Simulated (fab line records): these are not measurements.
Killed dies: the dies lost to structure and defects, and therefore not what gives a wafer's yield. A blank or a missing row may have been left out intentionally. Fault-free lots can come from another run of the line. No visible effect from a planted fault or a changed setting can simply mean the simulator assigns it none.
fab line records + flow ritCmos + part 2 of 2: steps 27 to 37 of 37
record:
- lots: 5
- wafers: 15
- lastDay: 7
route steps=202 shown NWELL@35 PWELL@39 WELLDRIVE@50 NRETRO@53 PRETRO@64
lots that met no fault: taken from a fault-free run of the same line
startH: hours from the record's opening day to when the first of the lot's shown wafers began + waitH: hours from the lot's prior step to this one + " identical to the entry in the row above + L1.1+2: several wafers, shown together as one row + - value missing, or start not given + * or withheld: withheld + < > ~ a bound
route shown NAME@n: NAME is a module with steps in the file, n the number in the route of the first one + usual: mean/standard deviation of fault-free wafers + same: alike in all rows + chamber/n: place in a boat + sites: per-site readings + _std_site: how widely they spread, as a standard deviation + _edge_site: the outer-site mean with the inner-site mean subtracted + radiusMm: for every site, how far away it sits from the centre of the wafer + mask NAME#n: copy n + behind: the most recent tool/chamber to have shaped the wafer + hold: the reason the lot was held/the length of the hold in hours/how it ended + device: the n, p or np transistor that did not switch + end of line: tests of these same wafers at the route's end + for a step that has no rows: nothing shown but its recipe + killed: the dies lost at the first sort to structure and to defects; this is not the yield of the wafer + map: dies across one wafer; x = killed, . = not, _ = none there
set.NAME: the setting as run; set.NAME@STEP: as run at that earlier step + model.NAME: the simulator's own value behind a step, which no gauge read
a table for each step, a row for each wafer; lots at some steps of the route
services: the hour from which a tool's chamber was out of use, counted from the record's first day as startH (under 0 if before that day), plus the number of hours and why
== steps ==
step: RIT_NRETRO_IMPLANT_08
recipe:
- species: P
- energyKev: 70
- doseCm2: 1e+13
- tiltDeg: 7
usual:
- beamEnergyKeV: 70.006/0.022
- faradayCurrentUA: 31.8/0.69
| lot.wafer | tool         | chamber | startH | waitH | beamEnergyKeV | faradayCurrentUA |
|-----------|--------------|---------|--------|-------|---------------|------------------|
| L078.3    | implanter-03 | 0       | 52.58  | 0.2   | 69.999        | 33.2             |
| L078.4    | "            | 0       | "      | "     | 70.003        | 30.7             |
| L078.5    | "            | 0       | "      | "     | 70.023        | 30.9             |
| L081.2    | implanter-02 | 0       | 66.52  | 0.2   | 69.986        | 31.1             |
| L081.3    | "            | 0       | "      | "     | 70.007        | 30.9             |
| L081.6    | "            | 0       | "      | "     | 70.010        | 30.6             |
| L088.1    | implanter-03 | 0       | 104.78 | 0.2   | 70.021        | 32.0             |
| L088.3    | "            | 0       | "      | "     | 69.979        | 30.7             |
| L088.4    | "            | 0       | "      | "     | 70.003        | 31.5             |
| L093.1    | implanter-03 | 0       | 129.01 | 0.2   | 69.967        | 32.8             |
| L093.2    | "            | 0       | "      | "     | 69.991        | 30.3             |
| L093.4    | "            | 0       | "      | "     | 69.971        | 30.5             |
| L094.1    | implanter-04 | 0       | 134.73 | 0.2   | 70.031        | 31.1             |
| L094.4    | "            | 0       | "      | "     | 69.999        | 32.9             |
| L094.6    | "            | 0       | "      | "     | 69.999        | 31.4             |
step: RIT_NRETRO_STRIP_09
recipe:
- chemistry: O2
- timeS: 180
- resist: NOVOLAK
- platenTempC: withheld
- powerW: 500
- pressureMtorr: 4000
- o2FlowSccm: 4000
usual:
- drypumpMotorCurrentA: 5.9/0.43
same:
- timeS: 180
| lot.wafer | tool           | chamber | startH | waitH | drypumpMotorCurrentA | rfHoursCounterH |
|-----------|----------------|---------|--------|-------|----------------------|-----------------|
| L078.3    | plasmaAsher-04 | 0       | 52.74  | 0.1   | 6.3                  | -               |
| L078.4    | "              | 1       | "      | "     | 6.6                  | -               |
| L078.5    | "              | 0       | "      | "     | 6.3                  | -               |
| L081.2    | plasmaAsher-03 | 1       | 66.64  | 0.1   | 5.7                  | 42              |
| L081.3    | "              | 1       | "      | "     | 5.7                  | -               |
| L081.6    | "              | 0       | "      | "     | 6.0                  | -               |
| L088.1    | plasmaAsher-02 | 1       | 104.93 | 0.1   | 5.3                  | 47              |
| L088.3    | "              | 0       | "      | "     | 6.1                  | -               |
| L088.4    | "              | 1       | "      | "     | 5.2                  | -               |
| L093.1    | plasmaAsher-03 | 0       | 129.16 | 0.1   | 6.1                  | 49              |
| L093.2    | "              | 1       | "      | "     | 5.7                  | 49              |
| L093.4    | "              | 0       | "      | "     | 6.1                  | -               |
| L094.1    | plasmaAsher-02 | 0       | 134.88 | 0.1   | 6.1                  | 2               |
| L094.4    | "              | 0       | "      | "     | 6.1                  | -               |
| L094.6    | "              | 1       | "      | "     | 5.2                  | -               |
step: RIT_NRETRO_TW_MEAS_10
usual:
- NRETRO_TW: 1049/11
| lot.wafer | tool         | chamber | startH | waitH | NRETRO_TW |
|-----------|--------------|---------|--------|-------|-----------|
| L078.3    | filmMetro-01 | -       | 52.88  | 0.1   | 1055      |
| L078.4    | "            | -       | "      | "     | 1046      |
| L078.5    | "            | -       | "      | "     | 1047      |
| L081.2    | filmMetro-03 | -       | 66.83  | 0.1   | 1061      |
| L081.3    | "            | -       | "      | "     | 1063      |
| L081.6    | "            | -       | "      | "     | 1064      |
| L088.1    | filmMetro-01 | -       | 105.11 | 0.1   | 1047      |
| L088.3    | "            | -       | "      | "     | 1040      |
| L088.4    | "            | -       | "      | "     | 1043      |
| L093.1    | filmMetro-01 | -       | 129.33 | 0.1   | 1051      |
| L093.2    | "            | -       | "      | "     | 1044      |
| L093.4    | "            | -       | "      | "     | 1047      |
| L094.1    | filmMetro-01 | -       | 135.06 | 0.1   | 1047      |
| L094.4    | "            | -       | "      | "     | 1046      |
| L094.6    | "            | -       | "      | "     | 1046      |
step: RIT_PRETRO_HMDS_00
recipe:
- primeTimeS: 60
- primeTempC: 140
usual:
- exhaustPa: 44.9/0.87
| lot.wafer | tool          | chamber | startH | waitH | exhaustPa |
|-----------|---------------|---------|--------|-------|-----------|
| L078.3    | lithoTrack-01 | 0       | 52.97  | 0.1   | 46.0      |
| L078.4    | "             | 0       | "      | "     | 46.0      |
| L078.5    | "             | 0       | "      | "     | 46.8      |
| L081.2    | lithoTrack-01 | 0       | 66.90  | 0.1   | 45.7      |
| L081.3    | "             | 0       | "      | "     | 46.5      |
| L081.6    | "             | 0       | "      | "     | 45.6      |
| L088.1    | lithoTrack-01 | 0       | 105.17 | 0.1   | 44.1      |
| L088.3    | "             | 0       | "      | "     | 44.6      |
| L088.4    | "             | 0       | "      | "     | 43.7      |
| L093.1    | lithoTrack-01 | 0       | 129.39 | 0.1   | 44.6      |
| L093.2    | "             | 0       | "      | "     | 43.4      |
| L093.4    | "             | 0       | "      | "     | 44.8      |
| L094.1    | lithoTrack-01 | 0       | 135.12 | 0.1   | 45.8      |
| L094.4    | "             | 0       | "      | "     | 45.4      |
| L094.6    | "             | 0       | "      | "     | 45.5      |
step: RIT_PRETRO_COAT_01
recipe:
- resist: NOVOLAK
- spinRpm: 2000
- resistThkNm: 1300
usual:
- exhaustPa: 45.2/0.78
| lot.wafer | tool          | chamber | startH | waitH | exhaustPa |
|-----------|---------------|---------|--------|-------|-----------|
| L078.3    | lithoTrack-01 | 0       | 53.12  | 0.1   | 44.9      |
| L078.4    | "             | 0       | "      | "     | 46.6      |
| L078.5    | "             | 0       | "      | "     | 44.8      |
| L081.2    | lithoTrack-01 | 0       | 67.05  | 0.1   | 44.4      |
| L081.3    | "             | 0       | "      | "     | 44.5      |
| L081.6    | "             | 0       | "      | "     | 45.5      |
| L088.1    | lithoTrack-01 | 0       | 105.32 | 0.1   | 45.3      |
| L088.3    | "             | 0       | "      | "     | 44.5      |
| L088.4    | "             | 0       | "      | "     | 44.8      |
| L093.1    | lithoTrack-01 | 0       | 129.54 | 0.1   | 44.8      |
| L093.2    | "             | 0       | "      | "     | 45.1      |
| L093.4    | "             | 0       | "      | "     | 45.5      |
| L094.1    | lithoTrack-01 | 0       | 135.27 | 0.1   | 44.7      |
| L094.4    | "             | 0       | "      | "     | 45.1      |
| L094.6    | "             | 0       | "      | "     | 43.6      |
step: RIT_PRETRO_SOFTBAKE_02
recipe:
- resist: NOVOLAK
- tempC: 90
- timeS: 60
usual:
- exhaustPa: 45.1/0.92
same:
- timeS: 60
| lot.wafer | tool          | chamber | startH | waitH | exhaustPa |
|-----------|---------------|---------|--------|-------|-----------|
| L078.3    | lithoTrack-01 | 0       | 53.27  | 0.1   | 44.9      |
| L078.4    | "             | 0       | "      | "     | 45.0      |
| L078.5    | "             | 0       | "      | "     | 46.1      |
| L081.2    | lithoTrack-01 | 0       | 67.20  | 0.1   | 45.0      |
| L081.3    | "             | 0       | "      | "     | 44.6      |
| L081.6    | "             | 0       | "      | "     | 44.8      |
| L088.1    | lithoTrack-01 | 0       | 105.47 | 0.1   | 43.6      |
| L088.3    | "             | 0       | "      | "     | 44.2      |
| L088.4    | "             | 0       | "      | "     | 43.6      |
| L093.1    | lithoTrack-01 | 0       | 129.69 | 0.1   | 43.8      |
| L093.2    | "             | 0       | "      | "     | 45.0      |
| L093.4    | "             | 0       | "      | "     | 43.9      |
| L094.1    | lithoTrack-01 | 0       | 135.42 | 0.1   | 45.9      |
| L094.4    | "             | 0       | "      | "     | 45.8      |
| L094.6    | "             | 0       | "      | "     | 45.6      |
step: RIT_PRETRO_EXPOSE_03
recipe:
- maskId: M5
- na: 0.57
- targetCdNm: 43700
- doseMj: 250
usual:
- reticleTempC: 23.01/0.1
| lot.wafer | tool            | chamber | startH | waitH | mask | reticleTempC |
|-----------|-----------------|---------|--------|-------|------|--------------|
| L078.3    | ilineStepper-02 | 0       | 53.41  | 0.1   | M5#0 | 22.90        |
| L078.4    | "               | 0       | "      | "     | M5#0 | 23.04        |
| L078.5    | "               | 0       | "      | "     | M5#0 | 22.93        |
| L081.2    | ilineStepper-01 | 0       | 67.35  | 0.1   | M5#0 | 23.01        |
| L081.3    | "               | 0       | "      | "     | M5#0 | 22.98        |
| L081.6    | "               | 0       | "      | "     | M5#0 | 22.81        |
| L088.1    | ilineStepper-01 | 0       | 105.62 | 0.1   | M5#0 | 22.96        |
| L088.3    | "               | 0       | "      | "     | M5#0 | 22.95        |
| L088.4    | "               | 0       | "      | "     | M5#0 | 22.97        |
| L093.1    | ilineStepper-01 | 0       | 129.97 | 0.2   | M5#0 | 22.96        |
| L093.2    | "               | 0       | "      | "     | M5#0 | 23.00        |
| L093.4    | "               | 0       | "      | "     | M5#0 | 22.95        |
| L094.1    | ilineStepper-02 | 0       | 135.69 | 0.2   | M5#0 | 23.02        |
| L094.4    | "               | 0       | "      | "     | M5#0 | 23.20        |
| L094.6    | "               | 0       | "      | "     | M5#0 | 23.16        |
step: RIT_PRETRO_PEB_04
recipe:
- resist: NOVOLAK
- tempC: withheld
- timeS: withheld
usual:
- exhaustPa: 44.9/0.9
| lot.wafer | tool          | chamber | startH | waitH | exhaustPa |
|-----------|---------------|---------|--------|-------|-----------|
| L078.3    | lithoTrack-01 | 0       | 53.53  | 0.1   | 46.3      |
| L078.4    | "             | 0       | "      | "     | 45.4      |
| L078.5    | "             | 0       | "      | "     | 45.2      |
| L081.2    | lithoTrack-02 | 0       | 67.47  | 0.1   | 43.9      |
| L081.3    | "             | 0       | "      | "     | 43.0      |
| L081.6    | "             | 0       | "      | "     | 44.9      |
| L088.1    | lithoTrack-01 | 0       | 105.73 | 0.1   | 45.2      |
| L088.3    | "             | 0       | "      | "     | 44.7      |
| L088.4    | "             | 0       | "      | "     | 45.6      |
| L093.1    | lithoTrack-02 | 0       | 130.09 | 0.1   | 43.9      |
| L093.2    | "             | 0       | "      | "     | 42.8      |
| L093.4    | "             | 0       | "      | "     | 44.1      |
| L094.1    | lithoTrack-04 | 0       | 135.84 | 0.1   | 44.7      |
| L094.4    | "             | 0       | "      | "     | 45.2      |
| L094.6    | "             | 0       | "      | "     | 44.9      |
step: RIT_PRETRO_DEVELOP_05
recipe:
- resist: NOVOLAK
- developTimeS: 68
- devTempC: 23
usual:
- exhaustPa: 44.9/0.88
| lot.wafer | tool          | chamber | startH | waitH | exhaustPa |
|-----------|---------------|---------|--------|-------|-----------|
| L078.3    | lithoTrack-01 | 0       | -      | -     | 44.7      |
| L078.4    | "             | 0       | "      | "     | 45.2      |
| L078.5    | "             | 0       | "      | "     | 45.8      |
| L081.2    | lithoTrack-02 | 0       | -      | -     | 44.4      |
| L081.3    | "             | 0       | "      | "     | 45.0      |
| L081.6    | "             | 0       | "      | "     | 46.2      |
| L088.1    | lithoTrack-01 | 0       | -      | -     | 44.8      |
| L088.3    | "             | 0       | "      | "     | 43.5      |
| L088.4    | "             | 0       | "      | "     | 45.3      |
| L093.1    | lithoTrack-02 | 0       | -      | -     | 45.0      |
| L093.2    | "             | 0       | "      | "     | 44.3      |
| L093.4    | "             | 0       | "      | "     | 45.1      |
| L094.1    | lithoTrack-04 | 0       | -      | -     | 43.0      |
| L094.4    | "             | 0       | "      | "     | 45.1      |
| L094.6    | "             | 0       | "      | "     | 44.9      |
step: RIT_PRETRO_OVL_MEAS_06
usual:
- PRETRO_OVL: 0.8/1.6
| lot.wafer | tool       | chamber | startH | waitH | PRETRO_OVL[nm] |
|-----------|------------|---------|--------|-------|----------------|
| L078.3    | overlay-02 | -       | 53.81  | -     | -1.0           |
| L078.4    | "          | -       | "      | "     | -0.6           |
| L078.5    | "          | -       | "      | "     | -1.2           |
| L081.2    | overlay-01 | -       | 67.77  | -     | 0.9            |
| L081.3    | "          | -       | "      | "     | -0.4           |
| L081.6    | "          | -       | "      | "     | 1.7            |
| L088.1    | overlay-01 | -       | 106.05 | -     | 1.1            |
| L088.3    | "          | -       | "      | "     | 2.0            |
| L088.4    | "          | -       | "      | "     | 0.0            |
| L093.1    | overlay-01 | -       | 130.40 | -     | -1.5           |
| L093.2    | "          | -       | "      | "     | 0.5            |
| L093.4    | "          | -       | "      | "     | -0.1           |
| L094.1    | overlay-02 | -       | 136.15 | -     | 0.7            |
| L094.4    | "          | -       | "      | "     | 0.1            |
| L094.6    | "          | -       | "      | "     | 1.1            |
step: RIT_PRETRO_HARDBAKE_07
recipe:
- resist: NOVOLAK
- tempC: 140
- timeS: 120
usual:
- exhaustPa: 44.9/0.81
same:
- timeS: 120
| lot.wafer | tool          | chamber | startH | waitH | exhaustPa |
|-----------|---------------|---------|--------|-------|-----------|
| L078.3    | lithoTrack-01 | 0       | 53.92  | 0.1   | 43.9      |
| L078.4    | "             | 0       | "      | "     | 46.0      |
| L078.5    | "             | 0       | "      | "     | 44.5      |
| L081.2    | lithoTrack-02 | 0       | 67.84  | 0.1   | 45.5      |
| L081.3    | "             | 0       | "      | "     | 46.4      |
| L081.6    | "             | 0       | "      | "     | 45.1      |
| L088.1    | lithoTrack-01 | 0       | 106.08 | 0.0   | 43.9      |
| L088.3    | "             | 0       | "      | "     | 44.3      |
| L088.4    | "             | 0       | "      | "     | 44.9      |
| L093.1    | lithoTrack-02 | 0       | 130.44 | 0.0   | 45.8      |
| L093.2    | "             | 0       | "      | "     | 44.3      |
| L093.4    | "             | 0       | "      | "     | 44.5      |
| L094.1    | lithoTrack-02 | 0       | 136.19 | 0.0   | 44.8      |
| L094.4    | "             | 0       | "      | "     | 45.1      |
| L094.6    | "             | 0       | "      | "     | 45.4      |
== services ==
| tool            | chamber | startH | hours | kind      |
|-----------------|---------|--------|-------|-----------|
| implanter-02    | -       | 24.91  | 1.7   | repair    |
| implanter-01    | -       | 26.99  | 1.7   | repair    |
| plasmaAsher-01  | -       | 50.84  | 2.4   | repair    |
| implanter-02    | -       | 53.76  | 1.7   | repair    |
| ilineStepper-02 | -       | 59.77  | 14.4  | repair    |
| plasmaAsher-04  | -       | 82.67  | 4.3   | pm        |
| furnace-04      | -       | 89.52  | 10.4  | pm        |
| plasmaAsher-03  | -       | 92.75  | 3.4   | repair    |
| implanter-04    | -       | 99.05  | 1.7   | repair    |
| plasmaAsher-04  | -       | 100.14 | 10.0  | pm        |
| plasmaAsher-01  | -       | 102.78 | 0.8   | repair    |
| implanter-04    | -       | 107.57 | 3.0   | repair    |
| plasmaAsher-02  | -       | 108.75 | 9.0   | pm        |
| plasmaAsher-02  | 0       | 108.75 | 9.0   | ventCycle |
| plasmaAsher-02  | 1       | 108.75 | 9.0   | ventCycle |
| implanter-03    | -       | 113.26 | 1.9   | repair    |
| plasmaAsher-02  | 0       | 117.75 | -     | clean     |
| plasmaAsher-02  | 1       | 117.75 | -     | clean     |
